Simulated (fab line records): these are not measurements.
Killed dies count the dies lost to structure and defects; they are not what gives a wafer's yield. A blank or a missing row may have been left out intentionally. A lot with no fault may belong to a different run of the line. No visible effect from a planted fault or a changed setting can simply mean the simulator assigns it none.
One fault through the eyes of 2 desks ; flow berkeleyCmos170 ; each desk holds nothing but its own numbers, with what lay behind them at the end

== FROM THE METROLOGY DESK ==
What the gauges read for every lot (on any tool): the sampled wafers with a number, averaged. If a lot's mean is further than 4 standard deviations from the usual mean, the lot is out of limits and carries the mark OUT (the distance appears in the brackets).
Columns: A = cdNm at UCB170_M2_CD_MEAS_15, usual 699.9 nm
lot;first seen here;A
L988;day 9 11:41;700.3
L987;day 9 13:15;699.7
L989;day 9 14:40;698.8
L990;day 10 07:23;700.5
L992;day 10 23:53;700.3
L994;day 11 04:46;701.0
L995;day 11 05:20;699.1
L996;day 11 11:44;702.3
L101;day 12 04:02;699.2
L100;day 12 04:19;974.2 (+99 or more) OUT
L999;day 12 04:34;972.3 (+99 or more) OUT
L102;day 12 15:10;955.9 (+99 or more) OUT
L106;day 13 07:10;698.3
L110;day 14 02:53;700.7
L109;day 14 03:56;702.6
This desk finds L100, L102, L999 out of limits, L100 being first, at day 12 04:19 (cdNm at UCB170_M2_CD_MEAS_15). Within limits: L988, L987, L989, L990, L992, L994, L995, L996, L101, L106, L110, L109.

== THE TOOL OWNER'S DESK: lithoTrack-03 ==
The tool's own readings at UCB170_M2_PEB_13, given as means over the sampled wafers that have a number, one for each lot that went through this tool. If a lot's mean is further than 4 standard deviations from the usual mean, the lot is out of limits and carries the mark OUT (the distance appears in the brackets).
Columns: A = heaterPowerTotalW at UCB170_M2_PEB_13, usual 56.80 W; B = plateTempC at UCB170_M2_PEB_13, usual 129.98 C
lot;first seen here;A;B
L989;day 9 14:23;56.79;129.93
L994;day 11 04:24;56.81;129.92
L100;day 12 04:04;46.12 (-99 or more) OUT;111.06 (-99 or more) OUT
L999;day 12 04:17;46.13 (-99 or more) OUT;110.91 (-99 or more) OUT
L102;day 12 14:54;46.12 (-99 or more) OUT;111.06 (-99 or more) OUT
This desk finds L100, L102, L999 out of limits, L100 being first, at day 12 04:04 (heaterPowerTotalW at UCB170_M2_PEB_13). Within limits: L989, L994.

== BROUGHT TOGETHER ==
The tool owner's desk had the chance to raise an alarm at day 12 04:04 on L100, L102, L999.
The metrology desk could have raised an alarm at day 12 04:19, on L100, L102, L999.
The lots listed all ran UCB170_M2_PEB_13 on lithoTrack-03.

== WHAT THE SIMULATOR PUT IN ==
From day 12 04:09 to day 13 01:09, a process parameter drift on lithoTrack-03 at UCB170_M2_PEB_13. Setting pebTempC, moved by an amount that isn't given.
Shown lots that were struck: L100, L102, L999.
